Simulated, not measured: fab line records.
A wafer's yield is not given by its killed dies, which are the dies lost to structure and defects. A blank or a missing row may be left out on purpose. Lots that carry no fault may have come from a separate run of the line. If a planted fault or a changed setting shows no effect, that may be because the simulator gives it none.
Which tool did it? | flow berkeleyCmos170 | 7 lots, 21 wafers sampled, at 2 steps of a route of 331

WHAT THE GAUGES SHOWED, per wafer
UCB170_PLDD_TW_MEAS_11.
lot  | measured     | on           | PLDD_TW
L755 | day 8 01:17  | filmMetro-01 | 1006 1006 1005
L759 | day 8 06:09  | filmMetro-04 | 963 961 960
L764 | day 8 23:58  | filmMetro-04 | 966 958 964
L769 | day 10 23:31 | filmMetro-04 | 1009 1009 1007
L772 | day 11 00:04 | filmMetro-03 | 1006 1011 1006
L773 | day 11 00:22 | filmMetro-03 | 1007 1006 1005
L776 | day 12 00:51 | filmMetro-03 | 996 1003 1001

WHICH TOOL RAN EACH LOT (tool, then ch and the chambers of the sampled wafers, then the start)
lot  | UCB170_PLDD_IMPLANT_09
L755 | implanter-02 ch 0, day 8 01:04
L759 | implanter-01 ch 0, day 8 05:56
L764 | implanter-01 ch 0, day 8 23:43
L769 | implanter-03 ch 0, day 10 23:16
L772 | implanter-02 ch 0, day 10 23:49
L773 | implanter-02 ch 0, day 11 00:07
L776 | implanter-02 ch 0, day 12 00:38
- UCB170_PLDD_IMPLANT_09

THE ANSWER, worked out from the rows above alone
Rule: the lots themselves supply what counts as usual. The widest of any qualifying gaps counts: lots, ordered by their means at a reading, are off when they make up no more than a third of the lots, leave a main group of 4 or more, and stand apart from it by 3 or more times the standard deviation of that group's means. A main group whose means are all the same, to the digits that the tables above print for the reading, isn't used. A lot without any number at a reading at which 4 lots or more have one is off too. Any other lot the step has rows for is counted as sound.
Off: at UCB170_PLDD_TW_MEAS_11 (PLDD_TW), L759, L764. The main group: mean 1006, standard deviation 2.9.
A tool fits if, at a process step before that reading, it ran every lot that is off, and no sound lot after the first of them. The gauges at UCB170_PLDD_TW_MEAS_11 are tried like those tools. One candidate fits, namely implanter-01 at UCB170_PLDD_IMPLANT_09. It ran no sound lot before its first lot that is off in this sample, so the start can't be narrowed down.

WHAT WAS PUT IN BY THE SIMULATOR
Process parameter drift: implanter-01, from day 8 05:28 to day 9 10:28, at UCB170_PLDD_IMPLANT_09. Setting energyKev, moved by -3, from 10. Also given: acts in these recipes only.
Lots struck among those shown: L759, L764. This agrees with what the rule above found.
